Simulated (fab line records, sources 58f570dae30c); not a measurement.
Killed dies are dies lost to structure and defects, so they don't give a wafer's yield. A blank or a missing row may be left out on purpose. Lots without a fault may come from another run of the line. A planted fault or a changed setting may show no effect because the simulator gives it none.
Which tool did it? | flow berkeley_cmos170 | 14 lots, 42 wafers sampled, at 6 steps of a route of 331

WHAT THE GAUGES READ, wafer by wafer
UCB170_NSD_OVL_MEAS_07.
lot  | measured     | on         | NSD_OVL (nm)
L931 | day 7 14:01  | overlay-02 | 3 4 -2
L932 | day 7 14:13  | overlay-01 | 1 0 1
L933 | day 8 07:54  | overlay-01 | -3 4 9
L936 | day 8 15:58  | overlay-02 | 6 2 0
L934 | day 8 16:05  | overlay-01 | 2 3 6
L935 | day 8 16:20  | overlay-01 | -1 6 2
L939 | day 9 07:52  | overlay-01 | -1 2 -1
L938 | day 9 08:09  | overlay-02 | 7 -2 -10
L948 | day 11 04:53 | overlay-01 | 7 2 6
L949 | day 12 10:43 | overlay-01 | 3 5 2
L950 | day 12 11:04 | overlay-01 | -3 -4 -5
L952 | day 12 19:56 | overlay-01 | -4 -3 0
L953 | day 13 04:41 | overlay-01 | -3 -4 -7
L954 | day 13 05:15 | overlay-01 | 4 -2 8

UCB170_NSD_TW_MEAS_10.
lot  | measured     | on            | NSD_TW
L931 | day 7 14:18  | film_metro-03 | 4207 4218 4212
L932 | day 7 14:30  | film_metro-02 | 4167 4170 4167
L933 | day 8 08:12  | film_metro-04 | 4125 4129 4109
L936 | day 8 16:16  | film_metro-02 | 4184 4151 4177
L934 | day 8 16:23  | film_metro-04 | 4119 4124 4126
L935 | day 8 16:37  | film_metro-03 | 4195 4186 4219
L939 | day 9 08:09  | film_metro-03 | 4234 4241 4220
L938 | day 9 08:26  | film_metro-04 | 4111 4098 4121
L948 | day 11 05:11 | film_metro-04 | 4245 4228 4257
L949 | day 12 11:00 | film_metro-02 | 4325 4333 4321
L950 | day 12 11:22 | film_metro-03 | 4208 4227 4220
L952 | day 12 20:13 | film_metro-04 | 4160 4138 4156
L953 | day 13 04:59 | film_metro-03 | 4250 4225 4234
L954 | day 13 05:32 | film_metro-04 | 4156 4173 4170

UCB170_SDANNEAL_RS_MEAS_03: measures by four-point-probe.
lot  | measured     | on            | NSD_RS (ohm/sq)
L931 | day 7 17:55  | film_metro-03 | 37.63 37.51 37.66
L932 | day 7 19:59  | film_metro-02 | 37.63 37.66 37.78
L933 | day 8 09:40  | film_metro-03 | 37.57 37.48 37.45
L936 | day 8 17:28  | film_metro-04 | 37.70 37.78 37.80
L934 | day 8 17:40  | film_metro-02 | 37.63 37.62 37.60
L935 | day 8 17:49  | film_metro-03 | 37.58 37.48 37.64
L939 | day 9 09:52  | film_metro-02 | 37.67 37.57 37.68
L938 | day 9 10:14  | film_metro-04 | 37.78 37.78 37.75
L948 | day 11 06:34 | film_metro-03 | 36.25 36.18 36.28
L949 | day 12 14:43 | film_metro-04 | 36.42 36.41 36.52
L950 | day 12 14:41 | film_metro-03 | 37.53 37.62 37.66
L952 | day 13 02:41 | film_metro-04 | 37.76 37.69 37.76
L953 | day 13 10:52 | film_metro-02 | 37.70 37.68 37.67
L954 | day 13 10:24 | film_metro-03 | 37.53 37.48 37.51

UCB170_M1_THK_MEAS_02: measures by xrf.
lot  | measured     | on            | M1_AL_THK (nm)
L931 | day 8 00:13  | film_metro-04 | 598 593 598
L932 | day 8 04:29  | film_metro-03 | 592 588 593
L933 | day 8 15:17  | film_metro-03 | 601 598 595
L936 | day 8 22:47  | film_metro-02 | 596 592 593
L934 | day 8 23:06  | film_metro-04 | 591 593 591
L935 | day 9 00:43  | film_metro-03 | 596 584 590
L939 | day 9 15:17  | film_metro-02 | 602 607 608
L938 | day 9 18:40  | film_metro-03 | 585 586 587
L948 | day 11 11:52 | film_metro-02 | 608 605 603
L949 | day 13 02:27 | film_metro-03 | 591 589 592
L950 | day 13 02:26 | film_metro-02 | 590 602 606
L952 | day 13 12:47 | film_metro-04 | 587 589 593
L953 | day 13 19:01 | film_metro-02 | 601 602 595
L954 | day 13 17:53 | film_metro-04 | 604 601 604

WHICH TOOL RAN EACH LOT (tool, then ch and the chambers of the sampled wafers, then the start)
lot  | UCB170_NSD_IMPLANT_08           | UCB170_NSD_STRIP_09
L931 | implanter-04 ch 0, day 7 14:03  | plasma_asher-02 ch 0,1, day 7 14:12
L932 | implanter-01 ch 0, day 7 14:17  | plasma_asher-04 ch 0,1, day 7 14:25
L933 | implanter-04 ch 0, day 8 07:59  | plasma_asher-02 ch 0,1, day 8 08:07
L936 | implanter-01 ch 0, day 8 16:01  | plasma_asher-02 ch 0,1, day 8 16:10
L934 | implanter-04 ch 0, day 8 16:08  | plasma_asher-03 ch 0,1, day 8 16:17
L935 | implanter-01 ch 0, day 8 16:22  | plasma_asher-02 ch 0,1, day 8 16:31
L939 | implanter-04 ch 0, day 9 07:54  | plasma_asher-03 ch 0, day 9 08:03
L938 | implanter-01 ch 0, day 9 08:12  | plasma_asher-02 ch 0,1, day 9 08:20
L948 | implanter-04 ch 0, day 11 04:56 | plasma_asher-02 ch 0,1, day 11 05:04
L949 | implanter-04 ch 0, day 12 10:46 | plasma_asher-04 ch 0,1, day 12 10:53
L950 | implanter-02 ch 0, day 12 11:07 | plasma_asher-02 ch 0,1, day 12 11:16
L952 | implanter-02 ch 0, day 12 19:58 | plasma_asher-03 ch 0,1, day 12 20:07
L953 | implanter-02 ch 0, day 13 04:44 | plasma_asher-02 ch 0,1, day 13 04:53
L954 | implanter-01 ch 0, day 13 05:19 | plasma_asher-02 ch 0,1, day 13 05:26
- UCB170_NSD_IMPLANT_08
- UCB170_NSD_STRIP_09: strips in O2.

WHAT THE TOOLS THEMSELVES READ (means of the sampled wafers that have a number; where no wafer has one, the mark that the record gives instead)
UCB170_NSD_IMPLANT_08.
lot  | tool         | beam_energy_keV
L931 | implanter-04 | 40.007
L932 | implanter-01 | 40.000
L933 | implanter-04 | 40.007
L936 | implanter-01 | 40.014
L934 | implanter-04 | 40.008
L935 | implanter-01 | 40.011
L939 | implanter-04 | 40.017
L938 | implanter-01 | 39.987
L948 | implanter-04 | 45.191
L949 | implanter-04 | 45.197
L950 | implanter-02 | 40.004
L952 | implanter-02 | 40.003
L953 | implanter-02 | 40.009
L954 | implanter-01 | 40.004

UCB170_NSD_STRIP_09.
lot  | tool            | drypump_motor_current_A (A) | oes_product_au (a.u.) | strip_time_to_endpoint_s (s)
L931 | plasma_asher-02 | 6.0                         | 0.536                 | 35.69
L932 | plasma_asher-04 | 6.4                         | 0.534                 | 35.62
L933 | plasma_asher-02 | 6.0                         | 0.537                 | 35.72
L936 | plasma_asher-02 | 6.0                         | 0.536                 | 35.53
L934 | plasma_asher-03 | 5.2                         | 0.532                 | 35.75
L935 | plasma_asher-02 | 6.0                         | 0.539                 | 35.70
L939 | plasma_asher-03 | 6.0                         | 0.533                 | 35.65
L938 | plasma_asher-02 | 6.3                         | 0.538                 | 35.73
L948 | plasma_asher-02 | 6.3                         | 0.525                 | 37.47
L949 | plasma_asher-04 | 6.2                         | 0.522                 | 37.48
L950 | plasma_asher-02 | 6.3                         | 0.535                 | 35.59
L952 | plasma_asher-03 | 5.6                         | 0.534                 | 35.55
L953 | plasma_asher-02 | 6.3                         | 0.537                 | 35.62
L954 | plasma_asher-02 | 6.0                         | 0.537                 | 35.66

THE ANSWER, worked out from the rows above alone
Rule: what is usual is taken from the lots themselves. Put in order of their means at a reading, lots are off if they are a third of the lots or fewer, leave a main group of 4 or more, and stand apart from it by a gap of 3 or more times the standard deviation of the main group's means; of several such gaps the widest counts. A main group whose means are all the same, to the digits that the tables above print for the reading, isn't used. A lot without any number at a reading at which 4 lots or more have one is off too. The other lots that the step has rows for count as sound. The gauges are gone through in route order, then the tools' own readings, and for those a lot's mean is taken as printed above. The first step at which some lot is off is used, and at that step the reading that is off furthest; a lot without a number counts as furthest.
Off: L948, L949, at UCB170_SDANNEAL_RS_MEAS_03 (NSD_RS). The main group: mean 37.64 ohm/sq, standard deviation 0.087.
A tool fits if, at a process step before that reading, it ran every lot that is off, and no sound lot after the first of them. The gauges at UCB170_SDANNEAL_RS_MEAS_03 aren't tried: what is off there is off at UCB170_NSD_IMPLANT_08 too, on other tools, and a gauge's error can't cause that. One fits: implanter-04 at UCB170_NSD_IMPLANT_08. Its last sound lot is L939 (day 9 07:54), its first lot that is off L948 (day 11 04:56): a fault that began between those two fits.
The tool's own readings at UCB170_NSD_IMPLANT_08 bear it out: on the lots that are off they differ by more than 5 times the standard deviation of the sound lots' means. beam_energy_keV reads 45.194 there against 40.006 on the sound lots.

WHAT THE SIMULATOR HAD PUT IN
Process parameter drift: implanter-04, from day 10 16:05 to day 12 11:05, at UCB170_NSD_IMPLANT_08. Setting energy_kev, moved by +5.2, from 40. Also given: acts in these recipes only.
Lots struck among those shown: L948, L949. The rule above found the same.
